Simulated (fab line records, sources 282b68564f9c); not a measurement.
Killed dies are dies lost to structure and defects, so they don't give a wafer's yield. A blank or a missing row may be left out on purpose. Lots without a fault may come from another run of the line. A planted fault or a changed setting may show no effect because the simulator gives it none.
fab line records | flow rit_cmos
record lots=5 wafers=23
route steps=202 shown PLDD@122 SPACER@130 PSD@150 SDANNEAL@153 CONTACT@168
start_h: hours from the record's first day to the start of the lot's first wafer shown | wait_h: hours since the lot's step before | " the same as in the row above | L1.1+2: a row that stands for several wafers | - no value, or no start given | * or withheld: withheld | < > ~ a bound
route shown NAME@n: a module of which the file shows steps, and the number in the route of the first | usual: mean/standard deviation of fault-free wafers | same: alike in all rows | chamber/n: place in a boat | sites: the reading at each site | _std_site: their standard deviation | _edge_site: outer sites' mean less inner sites' | radius_mm: how far each site lies from the wafer's centre | mask NAME#n: copy n | behind: the tool/chamber that last shaped the wafer | hold: why the lot was held/for how many hours/how that ended | device: the transistor (n, p or np) that didn't switch | end of line: the same wafers' tests at the end of the route | a step without rows: its recipe alone | killed: dies lost to structure and defects at the first sort, not the wafer's yield | map: a wafer's dies, x killed, . not, _ none there
set.NAME: the setting as run; set.NAME@STEP: as run at that earlier step | model.NAME: the simulator's own value behind a step, which no gauge read
lots whose settings were changed on purpose; a table a step, a row a wafer
## steps
# step RIT_PLDD_IMPLANT_08
# recipe species=BF2 energy_kev=20 dose_cm2=9e+14 tilt_deg=7
# columns lot.wafer tool chamber start_h wait_h set.dose_cm2
L075.1+2+3+4+6 implanter-03 0 48.21 0.1 9e+14
L079.1+3 implanter-01 0 68.08 0.1 8.803e+14
L079.2+4+5 " 0 " " 9e+14
L080.1+3+4 implanter-01 0 72.57 0.1 9e+14
L081.1+3 implanter-01 0 79.28 0.1 9e+14
L081.2+4+5 " 0 " " 9.433e+14
L085.1+4 implanter-03 0 97.79 0.1 9e+14
L085.2+5+6 " 0 " " 8.553e+14
# step RIT_PLDD_STRIP_09
# recipe chemistry=O2 time_s=180 resist=NOVOLAK platen_temp_c=withheld power_w=500 pressure_mtorr=4000 o2_flow_sccm=4000
# step RIT_PLDD_TW_MEAS_10
# usual PLDD_TW=2345/11
# columns lot.wafer tool chamber start_h wait_h set.dose_cm2@PLDD_IMPLANT_08 PLDD_TW
L075.1 film_metro-03 - 48.54 0.1 9e+14 2336
L075.2 " - " " 9e+14 2350
L075.3 " - " " 9e+14 2338
L075.4 " - " " 9e+14 2340
L075.6 " - " " 9e+14 2335
L079.1 film_metro-01 - 68.41 0.1 8.803e+14 2322
L079.2 " - " " 9e+14 2347
L079.3 " - " " 8.803e+14 2322
L079.4 " - " " 9e+14 2339
L079.5 " - " " 9e+14 2335
L080.1 film_metro-03 - 72.90 0.1 9e+14 2345
L080.3 " - " " 9e+14 2341
L080.4 " - " " 9e+14 2347
L081.1 film_metro-01 - 79.61 0.1 9e+14 2326
L081.2 " - " " 9.433e+14 2366
L081.3 " - " " 9e+14 2334
L081.4 " - " " 9.433e+14 2348
L081.5 " - " " 9.433e+14 2372
L085.1 film_metro-03 - 98.12 0.1 9e+14 2341
L085.2 " - " " 8.553e+14 2329
L085.4 " - " " 9e+14 2354
L085.5 " - " " 8.553e+14 2319
L085.6 " - " " 8.553e+14 2318
# step RIT_SPACER_ETCHBACK_05
# recipe target_depth_a=2500 SF6_flow_sccm=30 CHF3_flow_sccm=30 target=Si3N4 chemistry=SF6/CHF3 pressure_mtorr=40 rf_w=250 time_s=240 stop_on=SiO2
# columns lot.wafer tool chamber start_h wait_h set.time_s model.poly-Si_of_GATE_CVD_08.thk_nm model.Si3N4_of_SPACER_CVD_03.thk_nm
L075.1 rie_diel-01 3 50.94 0.1 250.1 167.8 196.2
L075.2 " 1 " " 240 168.9 197.5
L075.3 " 0 " " 250.1 167.6 197.5
L075.4 " 2 " " 240 168 198.5
L075.6 " 2 " " 240 168.6 197.9
L079.1 rie_diel-02 2 70.81 0.1 240 175.7 193.5
L079.2 " 1 " " 266.1 165.8 187.1
L079.3 " 0 " " 266.1 169.5 188.6
L079.4 " 3 " " 266.1 166.9 188.8
L079.5 " 0 " " 240 172.6 196
L080.1 rie_diel-03 0 75.30 0.1 240 169.6 196.9
L080.3 " 2 " " 240 169.2 197.3
L080.4 " 1 " " 240 171.1 197
L081.1 rie_diel-03 3 82.01 0.1 240 182.1 193.9
L081.2 " 0 " " 240 182.9 194
L081.3 " 2 " " 240 180.7 194.4
L081.4 " 1 " " 265.2 173.6 187.8
L081.5 " 3 " " 265.2 176.3 189.7
L085.1 rie_diel-02 0 100.52 0.1 240 177.4 191.8
L085.2 " 1 " " 226.2 178.8 195.8
L085.4 " 2 " " 240 175.6 191.9
L085.5 " 1 " " 226.2 179.3 194.9
L085.6 " 2 " " 240 176.4 192.4
# step RIT_PSD_IMPLANT_08
# recipe species=BF2 energy_kev=27 dose_cm2=5e+15 tilt_deg=7
# columns lot.wafer tool chamber start_h wait_h set.energy_kev model.implant.rp_nm model.implant.drp_nm
L075.1+4+6 implanter-02 0 53.67 0.1 28.47 22.7 12.5
L075.2+3 " 0 " " 27 21.76 12.05
L079.1+2+3 implanter-02 0 73.54 0.1 28.05 22.42 12.37
L079.4+5 " 0 " " 27 21.75 12.05
L080.1+3+4 implanter-04 0 78.11 0.1 27 22.15 12.05
L081.1+3+4 implanter-02 0 84.62 0.1 27 21.87 12.05
L081.2+5 " 0 " " 28.16 22.62 12.41
L085.1+2+4+5+6 implanter-02 0 103.13 0.1 27 22.41 12.05
# step RIT_PSD_STRIP_09
# recipe chemistry=O2 time_s=180 resist=NOVOLAK platen_temp_c=withheld power_w=500 pressure_mtorr=4000 o2_flow_sccm=4000
# step RIT_PSD_TW_MEAS_10
# usual PSD_TW=3425/16
# columns lot.wafer tool chamber start_h wait_h set.energy_kev@PSD_IMPLANT_08 PSD_TW
L075.1 film_metro-03 - 54.00 0.1 28.47 3446
L075.2 " - " " 27 3425
L075.3 " - " " 27 3403
L075.4 " - " " 28.47 3473
L075.6 " - " " 28.47 3465
L079.1 film_metro-03 - 73.87 0.1 28.05 3448
L079.2 " - " " 28.05 3450
L079.3 " - " " 28.05 3456
L079.4 " - " " 27 3431
L079.5 " - " " 27 3430
L080.1 film_metro-03 - 78.43 0.1 27 3435
L080.3 " - " " 27 3444
L080.4 " - " " 27 3435
L081.1 film_metro-01 - 84.94 0.1 27 3404
L081.2 " - " " 28.16 3451
L081.3 " - " " 27 3396
L081.4 " - " " 27 3422
L081.5 " - " " 28.16 3438
L085.1 film_metro-01 - 103.45 0.1 27 3418
L085.2 " - " " 27 3411
L085.4 " - " " 27 3407
L085.5 " - " " 27 3411
L085.6 " - " " 27 3420
# step RIT_SDANNEAL_CLEAN_00
# recipe chemistry=SC1 mix=3:3:50 time_s=600 temp_c=75
# step RIT_SDANNEAL_CLEAN_01
# recipe chemistry=dHF dilution=50:1 time_s=30
# step RIT_SDANNEAL_CLEAN_02
# recipe chemistry=SC2 mix=3:3:50 time_s=600 temp_c=75 dry=n2_spin
# step RIT_SDANNEAL_RTA_03
# recipe temp_c=1050 time_s=5 idle_temp_c=600 ramp_up_c_per_s=342 ramp_down_c_per_s=171 cool_to_c=600 ambient=N2
# step RIT_SDANNEAL_RS_MEAS_04
# recipe thk_meas_gauge=four-point-probe
# usual PSD_RS=115.9/0.31
# columns lot.wafer tool chamber start_h wait_h set.energy_kev@PSD_IMPLANT_08 PSD_RS[ohm/sq]
L075.1 film_metro-02 - 54.51 0.0 28.47 112.9
L075.2 " - " " 27 116.5
L075.3 " - " " 27 116.3
L075.4 " - " " 28.47 112.9
L075.6 " - " " 28.47 113.2
L079.1 film_metro-01 - 74.39 0.0 28.05 114.1
L079.2 " - " " 28.05 113.8
L079.3 " - " " 28.05 114.0
L079.4 " - " " 27 115.5
L079.5 " - " " 27 116.2
L080.1 film_metro-03 - 78.95 0.0 27 115.5
L080.3 " - " " 27 116.0
L080.4 " - " " 27 115.5
L081.1 film_metro-01 - 85.46 0.0 27 115.1
L081.2 " - " " 28.16 112.7
L081.3 " - " " 27 115.1
L081.4 " - " " 27 115.8
L081.5 " - " " 28.16 112.9
L085.1 film_metro-01 - 103.94 0.0 27 115.6
L085.2 " - " " 27 116.0
L085.4 " - " " 27 115.9
L085.5 " - " " 27 116.0
L085.6 " - " " 27 115.9
# step RIT_SDANNEAL_RS_MEAS_06
# recipe thk_meas_gauge=four-point-probe
# usual PLDD_RS=178.5/0.51
# columns lot.wafer tool chamber start_h wait_h set.dose_cm2@PLDD_IMPLANT_08 PLDD_RS[ohm/sq]
L075.1 film_metro-02 - 54.75 0.1 9e+14 179.2
L075.2 " - " " 9e+14 178.9
L075.3 " - " " 9e+14 178.7
L075.4 " - " " 9e+14 178.8
L075.6 " - " " 9e+14 179.4
L079.1 film_metro-01 - 74.63 0.1 8.803e+14 180.5
L079.2 " - " " 9e+14 177.8
L079.3 " - " " 8.803e+14 179.9
L079.4 " - " " 9e+14 177.9
L079.5 " - " " 9e+14 178.1
L080.1 film_metro-03 - 79.19 0.1 9e+14 178.3
L080.3 " - " " 9e+14 178.6
L080.4 " - " " 9e+14 178.0
L081.1 film_metro-01 - 85.70 0.1 9e+14 178.1
L081.2 " - " " 9.433e+14 173.9
L081.3 " - " " 9e+14 178.0
L081.4 " - " " 9.433e+14 174.4
L081.5 " - " " 9.433e+14 174.2
L085.1 film_metro-01 - 104.18 0.1 9e+14 178.4
L085.2 " - " " 8.553e+14 183.8
L085.4 " - " " 9e+14 178.2
L085.5 " - " " 8.553e+14 183.4
L085.6 " - " " 8.553e+14 183.9
# step RIT_CONTACT_CVD_00
# recipe material=SiO2 target_thk_nm=400 precursor=TEOS temp_c=390 time_s=61 rf_w=400
# columns lot.wafer tool chamber start_h wait_h set.time_s model.SiO2_of_CONTACT_CVD_00.thk_nm
L075.1 pecvd-03 1 55.51 0.1 61 395.3
L075.2 " 0 " " 61 393.8
L075.3 " 2 " " 61 401.2
L075.4 " 1 " " 61 405
L075.6 " 0 " " 61 408.4
L079.1 pecvd-01 0 75.39 0.1 61 397.5
L079.2 " 1 " " 61 393.9
L079.3 " 2 " " 61 397.8
L079.4 " 1 " " 61 405.6
L079.5 " 2 " " 61 406.4
L080.1 pecvd-04 1 79.95 0.1 61 400.7
L080.3 " 2 " " 61 397.8
L080.4 " 0 " " 61 410.5
L081.1 pecvd-03 1 86.46 0.1 61 402.1
L081.2 " 0 " " 55.87 363.8
L081.3 " 2 " " 61 400.3
L081.4 " 0 " " 55.87 366.1
L081.5 " 1 " " 61 406.8
L085.1 pecvd-01 2 104.93 0.1 61 399.6
L085.2 " 1 " " 66.54 441.9
L085.4 " 1 " " 66.54 445.2
L085.5 " 0 " " 61 405.3
L085.6 " 2 " " 61 408.9
# step RIT_CONTACT_THK_MEAS_01
# recipe reads=SiO2_of_CONTACT_CVD_00
# usual CONTACT_TEOS_THK=402/4.8
# columns lot.wafer tool chamber start_h wait_h set.time_s@CONTACT_CVD_00 CONTACT_TEOS_THK[nm]
L075.1 film_metro-03 - 55.56 0.0 61 395
L075.2 " - " " 61 394
L075.3 " - " " 61 401
L075.4 " - " " 61 405
L075.6 " - " " 61 408
L079.1 film_metro-04 - 75.44 0.0 61 397
L079.2 " - " " 61 394
L079.3 " - " " 61 398
L079.4 " - " " 61 406
L079.5 " - " " 61 407
L080.1 film_metro-04 - 80.00 0.0 61 401
L080.3 " - " " 61 397
L080.4 " - " " 61 410
L081.1 film_metro-04 - 86.51 0.0 61 402
L081.2 " - " " 55.87 364
L081.3 " - " " 61 400
L081.4 " - " " 55.87 366
L081.5 " - " " 61 407
L085.1 film_metro-01 - 104.98 0.0 61 399
L085.2 " - " " 66.54 442
L085.4 " - " " 66.54 445
L085.5 " - " " 61 405
L085.6 " - " " 61 409
# step RIT_CONTACT_COAT_03
# recipe resist=NOVOLAK spin_rpm=3250 resist_thk_nm=1000
# columns lot.wafer tool chamber start_h wait_h set.resist_thk_nm model.NOVOLAK_of_CONTACT_COAT_03.thk_nm
L075.1 litho_track-03 0 55.77 0.1 965.2 965.3
L075.2 " 0 " " 1000 997.2
L075.3 " 0 " " 965.2 964.2
L075.4 " 0 " " 1000 996.5
L075.6 " 0 " " 965.2 966.8
L079.1 litho_track-04 0 75.65 0.1 943.5 944.3
L079.2 " 0 " " 1000 998.4
L079.3 " 0 " " 943.5 944.6
L079.4 " 0 " " 1000 1001
L079.5 " 0 " " 1000 999.4
L080.1 litho_track-04 0 80.21 0.1 1000 999.8
L080.3 " 0 " " 1000 998
L080.4 " 0 " " 1000 999.1
L081.1 litho_track-04 0 86.72 0.1 964.3 969.4
L081.2 " 0 " " 1000 1001
L081.3 " 0 " " 1000 1004
L081.4 " 0 " " 964.3 970.5
L081.5 " 0 " " 1000 1006
L085.1+5 litho_track-02 0 105.19 0.1 1000 999.6
L085.2 " 0 " " 1000 999.9
L085.4 " 0 " " 1000 1001
L085.6 " 0 " " 1000 999.5
# step RIT_CONTACT_SOFTBAKE_04
# recipe resist=NOVOLAK temp_c=90 time_s=60
# step RIT_CONTACT_EXPOSE_05
# recipe mask_id=M11 na=0.6 source_shape=conventional sigma_outer=0.5 target_cd_nm=1000 dose_mj=250
# step RIT_CONTACT_PEB_06
# recipe resist=NOVOLAK temp_c=withheld time_s=withheld
# step RIT_CONTACT_DEVELOP_07
# recipe resist=NOVOLAK develop_time_s=122.4 dev_temp_c=23
# columns lot.wafer tool chamber start_h wait_h set.resist_thk_nm@CONTACT_COAT_03 model.CONTACT.cd_nm
L075.1 litho_track-03 0 - - 965.2 1003
L075.2+4 " 0 " " 1000 1001
L075.3 " 0 " " 965.2 1004
L075.6 " 0 " " 965.2 1005
L079.1+3 litho_track-02 0 - - 943.5 1006
L079.2 " 0 " " 1000 1001
L079.4 " 0 " " 1000 999.6
L079.5 " 0 " " 1000 1000
L080.1 litho_track-04 0 - - 1000 994.2
L080.3 " 0 " " 1000 995.8
L080.4 " 0 " " 1000 993.8
L081.1 litho_track-04 0 - - 964.3 1006
L081.2 " 0 " " 1000 1004
L081.3 " 0 " " 1000 1001
L081.4 " 0 " " 964.3 1005
L081.5 " 0 " " 1000 1000
L085.1+2+4+5 litho_track-04 0 - - 1000 1001
L085.6 " 0 " " 1000 998.4
# step RIT_CONTACT_CD_MEAS_08
# recipe target_cd_nm=1000
# usual cd_nm=999.7/2.6
# columns lot.wafer tool chamber start_h wait_h set.resist_thk_nm@CONTACT_COAT_03 cd_nm
L075.1 cd_sem-02 - 56.71 - 965.2 1003.3
L075.2 " - " " 1000 1001.0
L075.3 " - " " 965.2 1004.5
L075.4 " - " " 1000 1002.0
L075.6 " - " " 965.2 1005.1
L079.1 cd_sem-02 - 76.66 - 943.5 1006.0
L079.2 " - " " 1000 1000.4
L079.3 " - " " 943.5 1005.8
L079.4 " - " " 1000 999.4
L079.5 " - " " 1000 1000.2
L080.1 cd_sem-02 - 81.03 - 1000 994.5
L080.3 " - " " 1000 995.9
L080.4 " - " " 1000 993.9
L081.1 cd_sem-01 - 87.53 - 964.3 1006.4
L081.2 " - " " 1000 1003.5
L081.3 " - " " 1000 1000.9
L081.4 " - " " 964.3 1004.9
L081.5 " - " " 1000 1000.1
L085.1 cd_sem-02 - 106.18 - 1000 1001.5
L085.2 " - " " 1000 1001.1
L085.4 " - " " 1000 1000.7
L085.5 " - " " 1000 1001.1
L085.6 " - " " 1000 998.1
# step RIT_CONTACT_HARDBAKE_10
# recipe resist=NOVOLAK temp_c=140 time_s=60
# columns lot.wafer tool chamber start_h wait_h set.resist_thk_nm@CONTACT_COAT_03 model.NOVOLAK_of_CONTACT_COAT_03.thk_nm
L075.1 litho_track-02 0 56.87 0.0 965.2 853
L075.2 " 0 " " 1000 880.8
L075.3 " 0 " " 965.2 852
L075.4 " 0 " " 1000 880.3
L075.6 " 0 " " 965.2 854.3
L079.1 litho_track-02 0 76.82 0.0 943.5 834.6
L079.2 " 0 " " 1000 881.9
L079.3 " 0 " " 943.5 834.8
L079.4 " 0 " " 1000 884.3
L079.5 " 0 " " 1000 882.8
L080.1 litho_track-03 0 81.18 0.0 1000 883.1
L080.3 " 0 " " 1000 881.5
L080.4 " 0 " " 1000 882.6
L081.1 litho_track-04 0 87.69 0.0 964.3 856.5
L081.2 " 0 " " 1000 884
L081.3 " 0 " " 1000 887.2
L081.4 " 0 " " 964.3 857.5
L081.5 " 0 " " 1000 888.7
L085.1+5 litho_track-03 0 106.33 0.0 1000 883
L085.2 " 0 " " 1000 883.2
L085.4 " 0 " " 1000 884.4
L085.6 " 0 " " 1000 882.9
# step RIT_CONTACT_ETCH_11
# recipe target_depth_a=4800 over_etch_frac=0.2 stop_on=TiSi2 chemistry=CHF3/CF4/Ar target=SiO2 CHF3_flow_sccm=50 cf4_flow_sccm=10 Ar_flow_sccm=100 O2_flow_sccm=5 pressure_mtorr=100 rf_w=200 time_s=320
# columns lot.wafer tool chamber start_h wait_h set.time_s@CONTACT_CVD_00 model.etch.depth_nm
L075.1 rie_diel-04 1 57.02 0.1 61 395.3
L075.2 " 0 " " 61 393.8
L075.3 " 2 " " 61 401.2
L075.4 " 3 " " 61 405
L075.6 " 0 " " 61 408.4
L079.1 rie_diel-04 3 76.97 0.1 61 397.5
L079.2 " 1 " " 61 393.9
L079.3 " 0 " " 61 397.8
L079.4 " 2 " " 61 405.6
L079.5 " 2 " " 61 406.4
L080.1 rie_diel-01 0 81.33 0.1 61 400.7
L080.3 " 2 " " 61 397.8
L080.4 " 1 " " 61 410.5
L081.1 rie_diel-01 1 87.84 0.1 61 402.1
L081.2 " 0 " " 55.87 363.8
L081.3 " 3 " " 61 400.3
L081.4 " 2 " " 55.87 366.1
L081.5 " 2 " " 61 406.8
L085.1 rie_diel-03 1 106.48 0.1 61 399.6
L085.2 " 0 " " 66.54 441.9
L085.4 " 3 " " 66.54 445.2
L085.5 " 1 " " 61 405.3
L085.6 " 2 " " 61 408.9
# step RIT_CONTACT_STRIP_12
# recipe chemistry=O2 time_s=180 resist=NOVOLAK platen_temp_c=withheld power_w=500 pressure_mtorr=4000 o2_flow_sccm=4000
# columns lot.wafer tool chamber start_h wait_h set.time_s
L075.1+2+3 plasma_asher-02 0,1,0 57.22 0.1 180
L075.4+6 " 1,0 " " 205.3
L079.1+2+4 plasma_asher-02 1,0,1 77.16 0.1 180
L079.3+5 " 0,1 " " 195.1
L080.1+3+4 plasma_asher-04 1,1,0 81.53 0.1 180
L081.1+2+5 plasma_asher-02 1,0,1 88.03 0.1 180
L081.3+4 " 1,0 " " 188.5
L085.1+4+5 plasma_asher-04 1 106.68 0.1 180
L085.2+6 " 0 " " 163.5
# step RIT_CONTACT_CD_MEAS_90
# recipe target_cd_nm=1000
# usual cd_nm=999.7/2.7
# columns lot.wafer tool chamber start_h wait_h set.resist_thk_nm@CONTACT_COAT_03 cd_nm
L075.1 cd_sem-02 - 57.39 0.1 965.2 1003.6
L075.2 " - " " 1000 1001.0
L075.3 " - " " 965.2 1004.3
L075.4 " - " " 1000 1001.4
L075.6 " - " " 965.2 1004.9
L079.1 cd_sem-01 - 77.33 0.1 943.5 1005.7
L079.2 " - " " 1000 1000.6
L079.3 " - " " 943.5 1005.5
L079.4 " - " " 1000 999.4
L079.5 " - " " 1000 1000.1
L080.1 cd_sem-02 - 81.70 0.1 1000 994.4
L080.3 " - " " 1000 996.1
L080.4 " - " " 1000 993.9
L081.1 cd_sem-02 - 88.21 0.1 964.3 1006.7
L081.2 " - " " 1000 1003.5
L081.3 " - " " 1000 1000.7
L081.4 " - " " 964.3 1005.1
L081.5 " - " " 1000 1000.4
L085.1 cd_sem-02 - 106.85 0.1 1000 1001.0
L085.2 " - " " 1000 1001.6
L085.4 " - " " 1000 1000.9
L085.5 " - " " 1000 1001.3
L085.6 " - " " 1000 998.1
## key
split step=RIT_PLDD_IMPLANT_08 setting=dose_cm2 stated=9e+14 by=wafer
response step=RIT_PLDD_TW_MEAS_10 reading=PLDD_TW change=+6.04 per=1% r=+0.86
response step=RIT_SDANNEAL_RS_MEAS_06 reading=PLDD_RS change=-0.955 per=1% r=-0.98
split step=RIT_SPACER_ETCHBACK_05 setting=time_s stated=240 by=wafer
response step=RIT_SPACER_ETCHBACK_05 reading=model.poly-Si_of_GATE_CVD_08.thk_nm change=-0.589 per=1% r=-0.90
response step=RIT_SPACER_ETCHBACK_05 reading=model.Si3N4_of_SPACER_CVD_03.thk_nm change=-0.543 per=1% r=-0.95
split step=RIT_PSD_IMPLANT_08 setting=energy_kev stated=27 by=wafer
response step=RIT_PSD_IMPLANT_08 reading=model.implant.rp_nm change=+0.174 per=1% r=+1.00
response step=RIT_PSD_IMPLANT_08 reading=model.implant.drp_nm change=+0.0842 per=1% r=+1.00
response step=RIT_PSD_TW_MEAS_10 reading=PSD_TW change=+7.9 per=1% r=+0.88
response step=RIT_SDANNEAL_RS_MEAS_04 reading=PSD_RS change=-0.585 per=1% r=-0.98
split step=RIT_CONTACT_CVD_00 setting=time_s stated=61 by=wafer
response step=RIT_CONTACT_CVD_00 reading=model.SiO2_of_CONTACT_CVD_00.thk_nm change=+4.4 per=1% r=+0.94
response step=RIT_CONTACT_THK_MEAS_01 reading=CONTACT_TEOS_THK change=+4.39 per=1% r=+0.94
response step=RIT_CONTACT_ETCH_11 reading=model.etch.depth_nm change=+4.4 per=1% r=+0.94
split step=RIT_CONTACT_COAT_03 setting=resist_thk_nm stated=1000 by=wafer
response step=RIT_CONTACT_COAT_03 reading=model.NOVOLAK_of_CONTACT_COAT_03.thk_nm change=+9.55 per=1% r=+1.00
response step=RIT_CONTACT_DEVELOP_07 reading=model.CONTACT.cd_nm change=-1.01 per=1% r=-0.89
response step=RIT_CONTACT_CD_MEAS_08 reading=cd_nm change=-1.02 per=1% r=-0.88
response step=RIT_CONTACT_HARDBAKE_10 reading=model.NOVOLAK_of_CONTACT_COAT_03.thk_nm change=+8.35 per=1% r=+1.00
response step=RIT_CONTACT_CD_MEAS_90 reading=cd_nm change=-1.02 per=1% r=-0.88
split step=RIT_CONTACT_STRIP_12 setting=time_s stated=180 by=wafer
response none clear
